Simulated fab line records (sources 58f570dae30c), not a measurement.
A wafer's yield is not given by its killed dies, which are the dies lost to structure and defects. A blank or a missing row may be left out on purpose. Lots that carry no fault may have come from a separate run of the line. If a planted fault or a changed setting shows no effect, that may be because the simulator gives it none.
Which tool did it? | flow berkeley_cmos170 | 42 wafers from 14 lots sampled at 5 of the route's 331 steps

## WHAT THE GAUGES SHOWED, per wafer
UCB170_NWELL_TW_MEAS_16.
lot  | measured    | on            | NWELL_TW
L220 | day 2 04:35 | film_metro-01 | 1248 1243 1247
L221 | day 2 12:04 | film_metro-02 | 1247 1242 1248
L222 | day 2 16:05 | film_metro-02 | 1241 1244 1240
L224 | day 3 01:43 | film_metro-04 | 1253 1253 1251
L225 | day 3 06:50 | film_metro-01 | 1257 1257 1254
L226 | day 3 15:48 | film_metro-04 | 1250 1245 1246
L227 | day 4 00:24 | film_metro-02 | 1257 1252 1254
L230 | day 4 14:59 | film_metro-04 | 1253 1251 1248
L232 | day 4 23:08 | film_metro-04 | 1253 1242 1250
L235 | day 5 13:44 | film_metro-02 | 1251 1253 1255
L237 | day 5 23:25 | film_metro-01 | 1250 1252 1247
L239 | day 6 08:38 | film_metro-04 | 1239 1243 1242
L240 | day 6 15:58 | film_metro-04 | 1247 1241 1241
L242 | day 7 00:51 | film_metro-02 | 1253 1246 1249

UCB170_ACTIVE_THK_MEAS_03.
lot  | measured    | on            | ACTIVE_OXIDE_THK (nm)
L220 | day 3 18:52 | film_metro-02 | 26.4 26.7 26.6
L221 | day 4 03:08 | film_metro-02 | 26.2 25.7 26.1
L222 | day 4 03:10 | film_metro-03 | 27.4 27.2 27.3
L224 | day 4 14:13 | film_metro-01 | 26.5 26.5 26.8
L225 | day 5 04:05 | film_metro-03 | 26.2 26.4 26.0
L226 | day 5 06:41 | film_metro-03 | 26.8 26.4 26.5
L227 | day 5 15:42 | film_metro-01 | 26.4 26.2 26.2
L230 | day 6 04:25 | film_metro-01 | 26.4 26.5 26.1
L232 | day 6 11:13 | film_metro-03 | 26.5 26.1 26.8
L235 | day 7 06:56 | film_metro-01 | 25.7 26.2 26.2
L237 | day 7 06:58 | film_metro-02 | 26.3 26.6 26.2
L239 | day 7 16:23 | film_metro-01 | 25.5 25.3 25.6
L240 | day 8 05:17 | film_metro-03 | 27.1 26.3 26.8
L242 | day 8 12:13 | film_metro-01 | 26.0 26.2 26.0

UCB170_SDANNEAL_RS_MEAS_05: uses a four-point probe to measure.
lot  | measured     | on            | NLDD_RS (ohm/sq)
L220 | day 6 17:40  | film_metro-02 | 614.3 614.2 614.3
L221 | day 7 02:51  | film_metro-01 | 615.9 617.1 614.9
L222 | day 7 02:29  | film_metro-02 | 615.7 612.8 613.0
L224 | day 7 12:02  | film_metro-02 | 614.3 613.9 614.7
L225 | day 8 02:11  | film_metro-03 | 617.1 618.8 617.5
L226 | day 8 02:26  | film_metro-02 | 614.0 613.5 615.0
L227 | day 8 12:05  | film_metro-01 | 617.6 615.9 616.9
L230 | day 9 04:16  | film_metro-03 | 618.4 617.0 616.6
L232 | day 9 04:35  | film_metro-02 | 615.4 614.1 615.3
L235 | day 10 04:44 | film_metro-03 | 647.1 646.8 646.9
L237 | day 10 06:45 | film_metro-01 | 616.7 617.2 616.5
L239 | day 10 08:35 | film_metro-01 | 645.8 645.9 649.4
L240 | day 11 00:39 | film_metro-03 | 617.5 617.8 617.0
L242 | day 11 17:07 | film_metro-03 | 616.4 616.1 617.9

UCB170_M1_CD_MEAS_09: target cd 700 nm.
lot  | measured     | on        | cd_nm (nm)
L220 | day 7 00:52  | cd_sem-01 | 699.4 700.1 700.9
L221 | day 7 11:37  | cd_sem-01 | 700.9 701.4 700.6
L222 | day 7 11:07  | cd_sem-01 | 700.0 700.4 699.0
L224 | day 7 19:13  | cd_sem-01 | 700.6 702.0 699.8
L225 | day 8 08:16  | cd_sem-01 | 698.9 699.0 700.0
L226 | day 8 10:52  | cd_sem-02 | 699.0 702.2 700.0
L227 | day 8 19:57  | cd_sem-02 | 700.8 700.4 700.3
L230 | day 9 12:18  | cd_sem-01 | 696.8 698.1 696.5
L232 | day 9 10:58  | cd_sem-02 | 698.1 701.3 701.5
L235 | day 10 12:13 | cd_sem-01 | 698.6 698.1 699.0
L237 | day 10 13:57 | cd_sem-02 | 701.4 700.5 701.7
L239 | day 10 16:17 | cd_sem-01 | 700.5 699.6 700.1
L240 | day 11 08:25 | cd_sem-01 | 699.2 697.9 700.7
L242 | day 12 00:40 | cd_sem-01 | 700.7 700.0 700.6

## TOOL THAT RAN EACH LOT (tool first, then ch and the chambers of the sampled wafers, then the start)
lot  | UCB170_NLDD_IMPLANT_08
L220 | implanter-03 ch 0, day 6 05:49
L221 | implanter-03 ch 0, day 6 16:32
L222 | implanter-01 ch 0, day 6 16:17
L224 | implanter-03 ch 0, day 6 23:27
L225 | implanter-01 ch 0, day 7 12:58
L226 | implanter-03 ch 0, day 7 13:23
L227 | implanter-03 ch 0, day 8 02:34
L230 | implanter-03 ch 0, day 8 14:23
L232 | implanter-04 ch 0, day 8 16:17
L235 | implanter-01 ch 0, day 9 18:39
L237 | implanter-01 ch 0, day 9 17:42
L239 | implanter-01 ch 0, day 9 22:29
L240 | implanter-04 ch 0, day 10 15:10
L242 | implanter-04 ch 0, day 10 23:28
- UCB170_NLDD_IMPLANT_08

## WHAT THE TOOLS THEMSELVES READ (means of the sampled wafers that have a number; where no wafer has one, the mark that the record gives instead)
UCB170_NLDD_IMPLANT_08.
lot  | tool         | dose_ions_cm2
L220 | implanter-03 | 4.998e+13
L221 | implanter-03 | 5.003e+13
L222 | implanter-01 | 5.001e+13
L224 | implanter-03 | 5.003e+13
L225 | implanter-01 | 5.001e+13
L226 | implanter-03 | 4.994e+13
L227 | implanter-03 | 4.997e+13
L230 | implanter-03 | 4.996e+13
L232 | implanter-04 | 4.996e+13
L235 | implanter-01 | 5.001e+13
L237 | implanter-01 | 4.999e+13
L239 | implanter-01 | 5.005e+13
L240 | implanter-04 | 4.993e+13
L242 | implanter-04 | 5.007e+13

## THE ANSWER, worked out from the rows above alone
Rule: usual is defined by the lots themselves. The widest of any qualifying gaps counts: lots, ordered by their means at a reading, are off when they make up no more than a third of the lots, leave a main group of 4 or more, and stand apart from it by 3 or more times the standard deviation of that group's means. The tables above print the reading to a certain number of digits; a main group whose means all agree to those digits is not used. Also off: a lot with no number at a reading for which 4 or more lots have one. Where the step has rows for the other lots, those lots are counted as sound. Order of review: gauges by route order, followed by the tools' own readings, for which a lot's mean as printed above is used. At the first step where some lot is off, the reading lying furthest off is the one used; lots without a number count as furthest.
Off: at UCB170_SDANNEAL_RS_MEAS_05 (NLDD_RS), L235, L239. For the main group the mean is 615.9 ohm/sq and the standard deviation 1.4.
If a tool, at a process step before that reading, ran all the lots that are off and no sound lot after the first of them, it fits. Those tools and the gauges at UCB170_SDANNEAL_RS_MEAS_05 are tried in the same way. One fits: implanter-01 at UCB170_NLDD_IMPLANT_08. Its last sound lot is L237 (day 9 17:42), its first lot that is off L235 (day 9 18:39): a fault that began between those two fits.

## WHAT THE SIMULATOR PUT IN
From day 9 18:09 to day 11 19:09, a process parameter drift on implanter-01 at UCB170_NLDD_IMPLANT_08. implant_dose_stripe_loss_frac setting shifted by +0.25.
Lots struck among those shown: L235, L239. The rule given above showed the same thing.
